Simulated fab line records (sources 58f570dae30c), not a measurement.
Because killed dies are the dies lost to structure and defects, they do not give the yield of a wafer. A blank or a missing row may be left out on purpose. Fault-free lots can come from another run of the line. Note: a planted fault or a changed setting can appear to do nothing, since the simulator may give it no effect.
Check for tools in common :: flow berkeley cmos170 :: Sampled: 15 lots, 45 wafers

WHAT PROMPTED THE OPENING
At UCB170_NVT_TW_MEAS_09 the reading NVT_TW is flagged on 3 of 15 lots. Wafers without a fault read 518.6, standard deviation 2.5.
Rule: a lot is flagged in two cases, either no wafer of it has a number, or all its wafers with numbers fall more than 4 standard deviations from that mean. As for the other lots, they are considered sound.

lot: L340
measured: day 6 01:46
on: film metro-04
NVT_TW, wafer by wafer: 517.9 516.8 518.7
flag: 

lot: L341
measured: day 6 19:55
on: film metro-02
NVT_TW, wafer by wafer: 518.3 514.3 513.2
flag: 

lot: L345
measured: day 7 20:31
on: film metro-02
NVT_TW, wafer by wafer: 514.2 516.1 517.6
flag: 

lot: L346
measured: day 8 01:13
on: film metro-01
NVT_TW, wafer by wafer: 519.8 520.2 520.6
flag: 

lot: L347
measured: day 8 01:19
on: film metro-02
NVT_TW, wafer by wafer: 519.2 517.7 518.0
flag: 

lot: L348
measured: day 8 01:27
on: film metro-04
NVT_TW, wafer by wafer: 516.9 519.1 520.0
flag: 

lot: L349
measured: day 8 10:38
on: film metro-01
NVT_TW, wafer by wafer: 520.1 519.2 523.1
flag: 

lot: L351
measured: day 8 20:17
on: film metro-01
NVT_TW, wafer by wafer: 518.7 522.5 521.0
flag: 

lot: L352
measured: day 8 20:33
on: film metro-04
NVT_TW, wafer by wafer: 519.6 515.9 517.2
flag: 

lot: L353
measured: day 9 10:19
on: film metro-02
NVT_TW, wafer by wafer: 518.9 516.0 519.4
flag: 

lot: L355
measured: day 10 00:11
on: film metro-02
NVT_TW, wafer by wafer: 516.7 518.8 515.3
flag: 

lot: L356
measured: day 10 00:34
on: film metro-01
NVT_TW, wafer by wafer: 533.1 537.3 538.4
flag: FLAGGED

lot: L361
measured: day 10 15:05
on: film metro-02
NVT_TW, wafer by wafer: 535.2 534.0 534.5
flag: FLAGGED

lot: L359
measured: day 10 15:37
on: film metro-02
NVT_TW, wafer by wafer: 533.9 536.6 531.6
flag: FLAGGED

lot: L363
measured: day 11 04:14
on: film metro-01
NVT_TW, wafer by wafer: 519.0 518.7 519.6
flag: 
The mean of the flagged lots' numbers is 535.0, +16.4 from the usual (+7 standard deviations).

WHICH TOOL EACH LOT WENT THROUGH
The record holds 2 process steps before the reading, out of a route of 331 steps. Cell contents, in order: the tool; ch with the chambers the sampled wafers went through; the start.
lot: L340
flag: 
UCB170_PWELL_STRIP_16: plasma asher-02 ch 0,1, day 3 08:43
UCB170_NVT_IMPLANT_07: implanter-04 ch 0, day 6 01:31

lot: L341
flag: 
UCB170_PWELL_STRIP_16: plasma asher-02 ch 0,1, day 3 20:13
UCB170_NVT_IMPLANT_07: implanter-03 ch 0, day 6 19:40

lot: L345
flag: 
UCB170_PWELL_STRIP_16: plasma asher-04 ch 0,1, day 4 13:56
UCB170_NVT_IMPLANT_07: implanter-02 ch 0, day 7 20:17

lot: L346
flag: 
UCB170_PWELL_STRIP_16: plasma asher-04 ch 0,1, day 4 22:42
UCB170_NVT_IMPLANT_07: implanter-04 ch 0, day 8 00:59

lot: L347
flag: 
UCB170_PWELL_STRIP_16: plasma asher-02 ch 0,1, day 4 22:45
UCB170_NVT_IMPLANT_07: implanter-02 ch 0, day 8 01:05

lot: L348
flag: 
UCB170_PWELL_STRIP_16: plasma asher-01 ch 0,1, day 4 22:27
UCB170_NVT_IMPLANT_07: implanter-04 ch 0, day 8 01:15

lot: L349
flag: 
UCB170_PWELL_STRIP_16: plasma asher-04 ch 0,1, day 5 09:22
UCB170_NVT_IMPLANT_07: implanter-02 ch 0, day 8 10:23

lot: L351
flag: 
UCB170_PWELL_STRIP_16: plasma asher-04 ch 0,1, day 5 18:49
UCB170_NVT_IMPLANT_07: implanter-02 ch 0, day 8 20:02

lot: L352
flag: 
UCB170_PWELL_STRIP_16: plasma asher-01 ch 0, day 5 18:32
UCB170_NVT_IMPLANT_07: implanter-03 ch 0, day 8 20:19

lot: L353
flag: 
UCB170_PWELL_STRIP_16: plasma asher-04 ch 0,1, day 6 06:50
UCB170_NVT_IMPLANT_07: implanter-02 ch 0, day 9 10:04

lot: L355
flag: 
UCB170_PWELL_STRIP_16: plasma asher-02 ch 0,1, day 6 13:42
UCB170_NVT_IMPLANT_07: implanter-04 ch 0, day 9 23:56

lot: L356
flag: FLAGGED
UCB170_PWELL_STRIP_16: plasma asher-01 ch 0,1, day 6 19:39
UCB170_NVT_IMPLANT_07: implanter-02 ch 0, day 10 00:21

lot: L361
flag: FLAGGED
UCB170_PWELL_STRIP_16: plasma asher-02 ch 0,1, day 7 14:22
UCB170_NVT_IMPLANT_07: implanter-02 ch 0, day 10 14:52

lot: L359
flag: FLAGGED
UCB170_PWELL_STRIP_16: plasma asher-02 ch 0,1, day 7 13:52
UCB170_NVT_IMPLANT_07: implanter-02 ch 0, day 10 15:22

lot: L363
flag: 
UCB170_PWELL_STRIP_16: plasma asher-01 ch 0,1, day 8 06:00
UCB170_NVT_IMPLANT_07: implanter-03 ch 0, day 11 03:59
What the steps here do:
- UCB170_PWELL_STRIP_16: strips in O2.
- UCB170_NVT_IMPLANT_07
- UCB170_NVT_TW_MEAS_09

FLAGGED AGAINST TOTAL, ONE TOOL AT A TIME (gauges that did the reading follow at the end)
step: UCB170_PWELL_STRIP_16
tool: plasma asher-01
lots run: 4
flagged: 1
share of the flagged lots: some
sound lots run after its first flagged lot: 1 (L363)

step: UCB170_PWELL_STRIP_16
tool: plasma asher-02
lots run: 6
flagged: 2
share of the flagged lots: some
sound lots run after its first flagged lot: 0

step: UCB170_PWELL_STRIP_16
tool: plasma asher-04
lots run: 5
flagged: 0
share of the flagged lots: none
sound lots run after its first flagged lot: -

step: UCB170_NVT_IMPLANT_07
tool: implanter-02
lots run: 8
flagged: 3
share of the flagged lots: all
sound lots run after its first flagged lot: 0

step: UCB170_NVT_IMPLANT_07
tool: implanter-03
lots run: 3
flagged: 0
share of the flagged lots: none
sound lots run after its first flagged lot: -

step: UCB170_NVT_IMPLANT_07
tool: implanter-04
lots run: 4
flagged: 0
share of the flagged lots: none
sound lots run after its first flagged lot: -

step: UCB170_NVT_TW_MEAS_09
tool: film metro-01
lots run: 5
flagged: 1
share of the flagged lots: some
sound lots run after its first flagged lot: 1 (L363)

step: UCB170_NVT_TW_MEAS_09
tool: film metro-02
lots run: 7
flagged: 2
share of the flagged lots: some
sound lots run after its first flagged lot: 0

step: UCB170_NVT_TW_MEAS_09
tool: film metro-04
lots run: 3
flagged: 0
share of the flagged lots: none
sound lots run after its first flagged lot: -

WHAT THE TABLE PERMITS
1 row of the table ran every flagged lot: implanter-02 at UCB170_NVT_IMPLANT_07.
- implanter-02 at UCB170_NVT_IMPLANT_07 ran 8 lots, 3 of them flagged. Its last sound lot is L353 (day 9 10:04), its first flagged lot L356 (day 10 00:21): a fault that began between those two fits. Its own readings lie more than 4 standard deviations out on every wafer of the flagged lots: dose ions cm2.
Just one tool remains: implanter-02 at UCB170_NVT_IMPLANT_07.

WHAT THE SIMULATOR HAD INSERTED
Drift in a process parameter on implanter-02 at UCB170_NVT_IMPLANT_07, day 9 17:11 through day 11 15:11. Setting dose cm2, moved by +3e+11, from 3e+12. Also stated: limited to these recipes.
Struck lots among those shown: L356, L361, L359. Same finding as the rule above.
